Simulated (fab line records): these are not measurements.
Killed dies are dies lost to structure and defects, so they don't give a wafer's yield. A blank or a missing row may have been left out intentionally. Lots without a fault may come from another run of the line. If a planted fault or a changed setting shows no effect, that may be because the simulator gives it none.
fab line records    flow berkeley-cmos170
[record] lots = 14  wafers = 42  last-day = 11
route steps=331 shown PWELL@37 ACTIVE@63
lots that met no fault: taken from a fault-free run of the same line
start-h: hours from the record's first day to the start of the lot's first wafer shown    wait-h: how many hours have passed since the lot's step before this one    " as in the row above    L1.1+2: several wafers, shown together as one row    - no value, or no start was given    * or withheld: withheld    < > ~ a bound
route shown NAME@n: names a module that has steps shown in the file, with the first one's number in the route    usual: average and standard deviation across the fault-free wafers    same: alike in all rows    chamber/n: place in a boat    sites: per-site readings    _std_site: how widely they spread, as a standard deviation    _edge_site: the outer-site mean with the inner-site mean subtracted    radius-mm: how far each site lies from the wafer's centre    mask NAME#n: copy n    behind: the most recent tool/chamber to have shaped the wafer    hold: what put the lot on hold/how long, in hours/how the hold closed    device: which transistor (n, p or np) failed to switch    end of line: the same wafers' tests at the end of the route    step lacking rows: just its recipe    killed: not the wafer's yield, but the dies lost to structure and defects at the first sort    map: dies across one wafer; x = killed, . = not, _ = none there
set.NAME: setting as actually run; set.NAME@STEP: the setting as run at that earlier step    model.NAME: the simulator's own value behind a step, which no gauge read
the route's steps for a sample of lots (tables are steps, rows are wafers)
services: from which hour (start-h, from the record's first day; less than 0 if before it) a tool's chamber was out of use, for how many hours, and why
[[steps]]
[step UCB170_PWELL_THK_MEAS_03]
[recipe] reads = SiO2_of_PWELL_OXIDATION_02
[usual] PWELL_OXIDE_THK = 26.8/0.44
lot.wafer  tool           chamber  start-h  wait-h  PWELL_OXIDE_THK[nm]
L164.1     film-metro-03  -        59.48    0.0     26.5
L164.3     "              -        "        "       26.6
L164.5     "              -        "        "       26.4
L165.3     film-metro-04  -        59.59    0.1     26.7
L165.4     "              -        "        "       27.0
L165.6     "              -        "        "       26.4
L166.1     film-metro-03  -        68.14    0.0     27.0
L166.4     "              -        "        "       26.7
L166.6     "              -        "        "       26.6
L168.1     film-metro-01  -        82.59    0.0     27.7
L168.3     "              -        "        "       27.6
L168.6     "              -        "        "       27.9
L169.1     film-metro-03  -        82.59    0.0     26.9
L169.2     "              -        "        "       27.3
L169.5     "              -        "        "       27.2
L171.2     film-metro-03  -        89.54    0.0     26.6
L171.3     "              -        "        "       26.8
L171.5     "              -        "        "       27.1
L170.3     film-metro-04  -        89.55    0.0     26.5
L170.4     "              -        "        "       26.8
L170.5     "              -        "        "       27.3
L173.2     film-metro-01  -        97.24    0.0     27.2
L173.4     "              -        "        "       27.0
L173.6     "              -        "        "       27.0
L174.3     film-metro-03  -        97.25    0.0     26.7
L174.5     "              -        "        "       26.5
L174.6     "              -        "        "       26.0
L179.1     film-metro-03  -        111.46   0.0     27.1
L179.2     "              -        "        "       26.5
L179.5     "              -        "        "       26.8
L178.3     film-metro-04  -        111.54   0.1     25.9
L178.5     "              -        "        "       26.6
L178.6     "              -        "        "       26.3
L181.1     film-metro-04  -        118.23   0.0     26.9
L181.2     "              -        "        "       26.8
L181.6     "              -        "        "       27.1
L183.1     film-metro-01  -        130.36   0.0     26.2
L183.2     "              -        "        "       26.6
L183.6     "              -        "        "       26.6
L185.1     film-metro-03  -        142.66   0.0     27.6
L185.2     "              -        "        "       27.8
L185.5     "              -        "        "       27.5
[step UCB170_PWELL_CVD_05]
[recipe] material = Si3N4  target-thk-nm = 220  temp-c = 800  precursor = SiH2Cl2/NH3  time-s = 3300  pressure-mtorr = 200  sih2cl2-flow-sccm = 23.77  nh3-flow-sccm = 75
[usual] pressure-mtorr = 200.1/0.37  spike-tc-load-C = 825.1/1.8
lot.wafer  tool      chamber  start-h  wait-h  pressure-mtorr  spike-tc-load-C
L164.1     lpcvd-02  0        65.66    0.7     200.0           827.8
L164.3     "         0        "        "       200.3           823.7
L164.5     "         0        "        "       200.2           824.3
L165.3     lpcvd-02  1        65.66    0.7     200.3           824.0
L165.4     "         1        "        "       200.1           823.5
L165.6     "         1        "        "       199.8           823.1
L166.1     lpcvd-02  0        75.06    0.0     199.7           827.1
L166.4     "         0        "        "       200.4           824.6
L166.6     "         0        "        "       199.9           826.6
L168.1     lpcvd-01  1        89.20    0.0     200.8           826.8
L168.3     "         1        "        "       200.5           826.6
L168.6     "         1        "        "       201.2           827.9
L169.1     lpcvd-01  0        89.20    0.0     199.9           826.8
L169.2     "         0        "        "       199.5           824.2
L169.5     "         0        "        "       199.4           824.9
L170.3     lpcvd-01  1        94.63    0.0     200.0           825.9
L170.4     "         1        "        "       200.1           826.6
L170.5     "         1        "        "       200.1           827.3
L171.2     lpcvd-01  1        94.63    0.0     199.9           826.6
L171.3     "         1        "        "       199.5           826.0
L171.5     "         1        "        "       200.0           827.3
L173.2     lpcvd-01  0        101.65   0.7     199.7           826.5
L173.4     "         0        "        "       199.9           826.2
L173.6     "         0        "        "       200.0           823.4
L174.3     lpcvd-01  0        101.65   0.7     200.1           826.6
L174.5     "         0        "        "       199.5           825.4
L174.6     "         0        "        "       199.7           827.1
L178.3     lpcvd-02  0        115.54   0.0     199.8           825.0
L178.5     "         0        "        "       199.8           826.0
L178.6     "         0        "        "       199.6           826.6
L179.1     lpcvd-02  0        115.54   0.0     200.1           826.4
L179.2     "         0        "        "       199.9           826.4
L179.5     "         0        "        "       200.1           826.7
L181.1     lpcvd-02  1        121.86   0.9     199.4           821.6
L181.2     "         1        "        "       199.4           822.0
L181.6     "         1        "        "       199.1           821.5
L183.1     lpcvd-02  1        133.73   0.0     200.5           822.0
L183.2     "         1        "        "       200.3           824.2
L183.6     "         1        "        "       200.0           822.3
L185.1     lpcvd-02  1        146.40   0.7     200.0           824.0
L185.2     "         1        "        "       200.1           822.3
L185.5     "         1        "        "       200.2           822.4
[step UCB170_PWELL_THK_MEAS_06]
[recipe] reads = Si3N4_of_PWELL_CVD_05
[usual] PWELL_NITRIDE_THK = 216.9/2.1
lot.wafer  tool           chamber  start-h  wait-h  hold                      PWELL_NITRIDE_THK[nm]
L164.1     film-metro-03  -        67.58    0.0     -                         215.9
L164.3     "              -        "        "       -                         215.7
L164.5     "              -        "        "       -                         216.9
L165.3     film-metro-03  -        67.66    0.1     -                         215.7
L165.4     "              -        "        "       -                         217.2
L165.6     "              -        "        "       -                         219.8
L166.1     film-metro-01  -        76.97    0.0     -                         217.8
L166.4     "              -        "        "       -                         217.1
L166.6     "              -        "        "       -                         219.1
L168.1     film-metro-03  -        91.12    0.0     -                         214.9
L168.3     "              -        "        "       -                         215.1
L168.6     "              -        "        "       -                         217.1
L169.1     film-metro-04  -        91.12    0.0     -                         216.8
L169.2     "              -        "        "       -                         217.0
L169.5     "              -        "        "       -                         217.4
L170.3     film-metro-03  -        96.57    0.0     -                         216.5
L170.4     "              -        "        "       -                         216.6
L170.5     "              -        "        "       -                         216.5
L171.2     film-metro-03  -        96.62    0.1     -                         218.9
L171.3     "              -        "        "       -                         221.4
L171.5     "              -        "        "       -                         219.8
L173.2     film-metro-01  -        103.57   0.0     await-dispo/0.2h/release  291.9
L173.4     "              -        "        "       await-dispo/0.2h/release  293.4
L173.6     "              -        "        "       await-dispo/0.2h/release  293.1
L173.2     film-metro-01  -        103.80   0.2     -                         291.8
L173.4     "              -        "        "       -                         293.2
L173.6     "              -        "        "       -                         293.1
L174.3     film-metro-03  -        103.58   0.0     await-dispo/0.2h/release  295.5
L174.5     "              -        "        "       await-dispo/0.2h/release  294.0
L174.6     "              -        "        "       await-dispo/0.2h/release  295.0
L174.3     film-metro-03  -        103.81   0.2     -                         295.5
L174.5     "              -        "        "       -                         293.9
L174.6     "              -        "        "       -                         294.8
L179.1     film-metro-01  -        117.46   0.0     -                         217.8
L179.2     "              -        "        "       -                         217.4
L179.5     "              -        "        "       -                         217.1
L178.3     film-metro-04  -        117.54   0.1     -                         218.2
L178.5     "              -        "        "       -                         216.4
L178.6     "              -        "        "       -                         218.4
L181.1     film-metro-03  -        123.78   0.0     -                         216.4
L181.2     "              -        "        "       -                         215.5
L181.6     "              -        "        "       -                         214.4
L183.1     film-metro-04  -        135.64   0.0     -                         213.4
L183.2     "              -        "        "       -                         215.0
L183.6     "              -        "        "       -                         215.4
L185.1     film-metro-01  -        148.31   0.0     -                         213.8
L185.2     "              -        "        "       -                         212.4
L185.5     "              -        "        "       -                         212.9
[step UCB170_PWELL_OVL_MEAS_13]
[usual] PWELL_OVL = 1/6.2
lot.wafer  tool        chamber  start-h  wait-h  PWELL_OVL[nm]
L164.1     overlay-01  -        68.97    -       8
L164.3     "           -        "        "       8
L164.5     "           -        "        "       9
L165.3     overlay-02  -        69.81    -       1
L165.4     "           -        "        "       -1
L165.6     "           -        "        "       7
L166.1     overlay-01  -        78.87    -       3
L166.4     "           -        "        "       7
L166.6     "           -        "        "       4
L168.1     overlay-01  -        92.14    -       0
L168.3     "           -        "        "       -1
L168.6     "           -        "        "       -3
L169.1     overlay-02  -        92.39    -       -3
L169.2     "           -        "        "       1
L169.5     "           -        "        "       -1
L170.3     overlay-01  -        97.97    -       -7
L170.4     "           -        "        "       -2
L170.5     "           -        "        "       -5
L171.2     overlay-02  -        98.69    -       8
L171.3     "           -        "        "       8
L171.5     "           -        "        "       15
L174.3     overlay-02  -        106.79   -       2
L174.5     "           -        "        "       9
L174.6     "           -        "        "       4
L173.2     overlay-02  -        111.80   -       0
L173.4     "           -        "        "       -3
L173.6     "           -        "        "       0
L179.1     overlay-02  -        119.22   -       -7
L179.2     "           -        "        "       -3
L179.5     "           -        "        "       -2
L178.3     overlay-02  -        119.95   -       5
L178.5     "           -        "        "       7
L178.6     "           -        "        "       -3
L181.1     overlay-02  -        125.65   -       -2
L181.2     "           -        "        "       -5
L181.6     "           -        "        "       -5
L183.1     overlay-02  -        136.67   -       -6
L183.2     "           -        "        "       -5
L183.6     "           -        "        "       -4
L185.1     overlay-02  -        150.86   -       8
L185.2     "           -        "        "       7
L185.5     "           -        "        "       14
[step UCB170_PWELL_ETCH_14]
[recipe] chemistry = CH3F/Ar/O2  target = Si3N4  stop-on = SiO2  CH3F_flow_sccm = 20  Ar_flow_sccm = 50  O2_flow_sccm = 7  pressure-mtorr = 50  rf-w = 450  target-depth-a = 2420  over-etch-frac = 0.1  time-s = 151
[usual] drypump-motor-current-A = 5.9/0.45  oes-product-au = 0.931/0.014  rf-fwd-power-W = 448.0/1.5  throttle-valve-pct = 8.08/0.13
[same] time-s = 151
lot.wafer  tool         chamber  start-h  wait-h  drypump-motor-current-A  oes-product-au  rf-fwd-power-W  rf-hours-counter-h  throttle-valve-pct
L164.1     rie-diel-01  0        69.01    0.0     5.4                      0.928           448.4           124                 7.99
L164.3     "            1        "        "       5.7                      0.939           448.2           98                  7.90
L164.5     "            1        "        "       5.7                      0.931           449.5           -                   7.91
L165.3     rie-diel-01  0        69.83    0.0     5.3                      0.940           447.4           124                 7.98
L165.4     "            2        "        "       5.6                      0.953           451.2           -                   7.97
L165.6     "            0        "        "       5.4                      0.937           445.8           -                   7.97
L166.1     rie-diel-01  0        78.91    0.0     5.4                      0.933           448.8           125                 7.99
L166.4     "            3        "        "       5.4                      0.935           448.3           132                 7.91
L166.6     "            2        "        "       5.6                      0.957           450.0           -                   7.96
L168.1     rie-diel-03  0        92.18    0.0     6.2                      0.928           446.4           92                  8.04
L168.3     "            3        "        "       5.7                      0.909           447.8           101                 8.20
L168.6     "            3        "        "       5.7                      0.911           448.9           -                   8.20
L169.1     rie-diel-01  3        92.42    0.0     5.4                      0.931           449.4           132                 7.92
L169.2     "            2        "        "       5.6                      0.948           448.7           8                   7.94
L169.5     "            1        "        "       5.7                      0.940           447.5           -                   7.90
L170.3     rie-diel-04  2        98.00    0.0     5.3                      0.928           445.8           2                   8.05
L170.4     "            0        "        "       5.6                      0.941           447.9           146                 8.16
L170.5     "            1        "        "       6.4                      0.922           448.7           -                   8.29
L171.2     rie-diel-03  0        98.72    0.0     6.2                      0.942           447.0           92                  8.07
L171.3     "            3        "        "       5.7                      0.921           447.2           101                 8.22
L171.5     "            0        "        "       6.2                      0.940           449.2           -                   8.06
L174.3     rie-diel-04  1        106.82   0.0     6.5                      0.986           449.4           14                  8.30
L174.5     "            0        "        "       5.6                      0.998           448.2           -                   8.15
L174.6     "            1        "        "       6.4                      0.992           449.6           -                   8.32
L173.2     rie-diel-03  1        111.83   0.0     5.6                      1.001           447.0           1                   7.95
L173.4     "            2        "        "       6.8                      1.012           445.8           12                  8.12
L173.6     "            1        "        "       5.6                      1.007           449.1           -                   7.96
L179.1     rie-diel-01  1        119.25   0.0     5.7                      0.940           446.6           101                 7.91
L179.2     "            0        "        "       5.3                      0.933           445.2           126                 7.97
L179.5     "            1        "        "       5.7                      0.948           447.3           -                   7.89
L178.3     rie-diel-04  3        119.98   0.0     5.9                      0.918           448.2           13                  8.30
L178.5     "            3        "        "       5.9                      0.908           450.1           -                   8.28
L178.6     "            2        "        "       5.3                      0.938           448.6           -                   8.05
L181.1     rie-diel-04  2        125.68   0.0     5.3                      0.930           449.9           3                   8.08
L181.2     "            1        "        "       6.5                      0.914           448.2           15                  8.30
L181.6     "            3        "        "       5.9                      0.910           448.0           -                   8.28
L183.1     rie-diel-04  3        136.71   0.0     5.9                      0.905           445.9           14                  8.28
L183.2     "            0        "        "       5.6                      0.934           447.0           147                 8.15
L183.6     "            2        "        "       5.3                      0.936           447.9           -                   8.07
L185.1     rie-diel-03  0        150.90   0.0     6.2                      0.920           449.2           95                  8.04
L185.2     "            2        "        "       6.7                      0.933           447.1           15                  8.11
L185.5     "            3        "        "       5.7                      0.900           451.6           -                   8.20
[step UCB170_ACTIVE_THK_MEAS_03]
[recipe] reads = SiO2_of_ACTIVE_OXIDATION_02
[usual] ACTIVE_OXIDE_THK = 26.7/0.51
lot.wafer  tool           chamber  start-h  wait-h  ACTIVE_OXIDE_THK[nm]
L165.3     film-metro-02  -        97.00    0.0     26.7
L165.4     "              -        "        "       25.9
L165.6     "              -        "        "       26.6
L164.1     film-metro-01  -        97.04    0.1     26.8
L164.3     "              -        "        "       27.4
L164.5     "              -        "        "       27.1
L166.1     film-metro-01  -        101.42   0.0     26.3
L166.4     "              -        "        "       26.8
L166.6     "              -        "        "       26.6
L168.1     film-metro-01  -        109.25   0.0     26.8
L168.3     "              -        "        "       27.4
L168.6     "              -        "        "       27.5
L169.1     film-metro-01  -        109.31   0.1     27.4
L169.2     "              -        "        "       27.3
L169.5     "              -        "        "       27.0
L171.2     film-metro-04  -        117.67   0.0     25.7
L171.3     "              -        "        "       25.8
L171.5     "              -        "        "       25.6
L170.3     film-metro-01  -        117.68   0.0     26.0
L170.4     "              -        "        "       26.0
L170.5     "              -        "        "       26.2
L178.3     film-metro-01  -        134.73   0.0     26.5
L178.5     "              -        "        "       26.3
L178.6     "              -        "        "       26.3
L179.1     film-metro-04  -        134.77   0.1     27.4
L179.2     "              -        "        "       27.9
L179.5     "              -        "        "       27.7
L181.1     film-metro-02  -        141.73   0.0     26.6
L181.2     "              -        "        "       26.9
L181.6     "              -        "        "       26.9
L183.1     film-metro-04  -        159.01   0.0     26.3
L183.2     "              -        "        "       26.7
L183.6     "              -        "        "       26.6
L185.1     film-metro-01  -        174.23   0.0     27.8
L185.2     "              -        "        "       27.5
L185.5     "              -        "        "       27.4
[[services]]
tool         chamber  start-h  hours  kind
rie-diel-01  1        44.62    2.3    repair
rie-diel-03  1        68.97    -      clean
rie-diel-03  1        68.97    10.1   scheduled-down
rie-diel-03  1        68.97    10.1   vent-cycle
rie-diel-04  2        78.54    1.4    repair
rie-diel-04  3        78.60    1.5    repair
rie-diel-04  -        89.03    0.8    repair
rie-diel-04  0        114.62   13.0   repair
rie-diel-03  1        143.01   35.9   repair
[[key]]
[first-sign] step = UCB170_PWELL_THK_MEAS_06  reading = visit  direction = added
[effect] step = UCB170_PWELL_THK_MEAS_06  reading = PWELL_NITRIDE_THK  direction = up  sigmas = 37  usual = 216.9  struck = 293.8
[effect] step = UCB170_PWELL_ETCH_14  reading = oes-product-au  direction = up  sigmas = 4.8  usual = 0.931  struck = 0.999
met-at UCB170_PWELL_CVD_05
struck-lots L173,L174
struck-wafers L173.2,L173.4,L173.6,L174.3,L174.5,L174.6
later-rows-left-out L173.2,L173.4,L173.6,L174.3,L174.5,L174.6
sort-left-out L173.2,L173.4,L173.6,L174.3,L174.5,L174.6
tester-left-out L173,L174
not-acting-at UCB170_PWELL_THK_MEAS_03,UCB170_PWELL_OVL_MEAS_13,UCB170_ACTIVE_THK_MEAS_03
onset-between 89.20 101.65
[fault] kind = process-parameter-drift  tool = lpcvd-01  chamber = 0  onset-h = 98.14  steps = UCB170_PWELL_CVD_05  channel = target-thk-nm  offset = 76.428  shape = step  end-h = 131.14  acts-in = these-recipes-only  stated = 220
// tester-left-out: of these lots the tester's yield and bins aren't shown, on N5 and GAA mostly nor the transistor test; their killed dies are dies lost to structure and defects alone, not to doping, threshold or leakage, so they don't give the yield
// sort-left-out: the simulated sort isn't trusted on such a fault, so these wafers' sort isn't shown, and their yield isn't known
// later-rows-left-out: the simulator's readings of these wafers behind a module that went badly wrong aren't trusted and aren't shown, but for the sort
